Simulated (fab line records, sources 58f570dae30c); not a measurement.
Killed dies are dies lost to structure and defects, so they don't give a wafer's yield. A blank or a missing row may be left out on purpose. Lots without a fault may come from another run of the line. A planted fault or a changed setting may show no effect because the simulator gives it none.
One fault seen from 2 desks | flow berkeley_cmos170 | each desk has only its own numbers; what lay behind them comes last

THE TOOL OWNER'S DESK: lpcvd-01
The tool's own readings at UCB170_GATE_CVD_04 (deposits poly-Si from SiH4, time 1501 s, target thk 214 nm): means of the sampled wafers that have a number, for each lot that ran on this tool. A lot is out of limits, marked OUT, if its mean lies more than 4 standard deviations from the usual mean; the brackets give that distance.
Columns: A = sih4_flow_sccm at UCB170_GATE_CVD_04, usual 120.0 sccm; B = spike_tc_source_C at UCB170_GATE_CVD_04, usual 629 C
lot  | first seen here | A               | B
L788 | day 6 19:07     | 120.3           | 631
L795 | day 8 00:11     | 120.1           | 633
L796 | day 8 00:11     | 120.6           | 631
L797 | day 8 00:11     | 120.1           | 632
L799 | day 9 01:35     | 144.3 (+64) OUT | 632
L800 | day 9 01:35     | 143.8 (+63) OUT | 633
This desk's finding: out of limits on L799, L800; first on L799, day 9 01:35 (sih4_flow_sccm at UCB170_GATE_CVD_04). In limits: L788, L795, L796, L797.

THE METROLOGY DESK
What the gauges read, lot by lot, whatever tool the lot ran on: means of the sampled wafers that have a number. A lot is out of limits, marked OUT, if its mean lies more than 4 standard deviations from the usual mean; the brackets give that distance.
Columns: A = GATE_POLY_THK at UCB170_GATE_THK_MEAS_05, usual 223.2 nm; B = cd_nm at UCB170_GATE_CD_MEAS_90, usual 350.0 nm
lot  | first seen here | A               | B
L788 | day 6 20:31     | 227.4           | 351.9
L789 | day 7 04:43     | 220.2           | 349.6
L791 | day 7 08:27     | 220.7           | 350.5
L790 | day 7 08:29     | 219.5           | 349.3
L792 | day 7 15:20     | 223.3           | 350.5
L793 | day 7 15:20     | 225.5           | 350.3
L794 | day 7 15:22     | 221.4           | 350.2
L795 | day 8 01:35     | 226.1           | 348.8
L797 | day 8 01:37     | 226.3           | 347.8
L796 | day 8 01:38     | 225.3           | 351.0
L798 | day 8 15:30     | 223.8           | 350.5
L800 | day 9 02:59     | 269.6 (+19) OUT | 350.7
L799 | day 9 03:01     | 266.5 (+17) OUT | 351.2
L803 | day 10 05:21    | 223.7           | 347.0
This desk's finding: out of limits on L799, L800; first on L800, day 9 02:59 (GATE_POLY_THK at UCB170_GATE_THK_MEAS_05). In limits: L788, L789, L791, L790, L792, L793, L794, L795, L797, L796, L798, L803.

PUT TOGETHER
The tool owner's desk could have raised an alarm at day 9 01:35, on L799, L800.
The metrology desk could have raised an alarm at day 9 02:59, on L799, L800.
Of the lots named, all ran UCB170_GATE_CVD_04 on lpcvd-01.

WHAT THE SIMULATOR HAD PUT IN
Process parameter drift: lpcvd-01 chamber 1, from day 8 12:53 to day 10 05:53, at UCB170_GATE_CVD_04. Setting sih4_flow_sccm, moved by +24, from 120. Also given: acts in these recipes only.
Lots struck among those shown: L799, L800.
Hours from the fault's start to each desk's first reading out of limits: the tool owner's desk, 13; the metrology desk, 14.
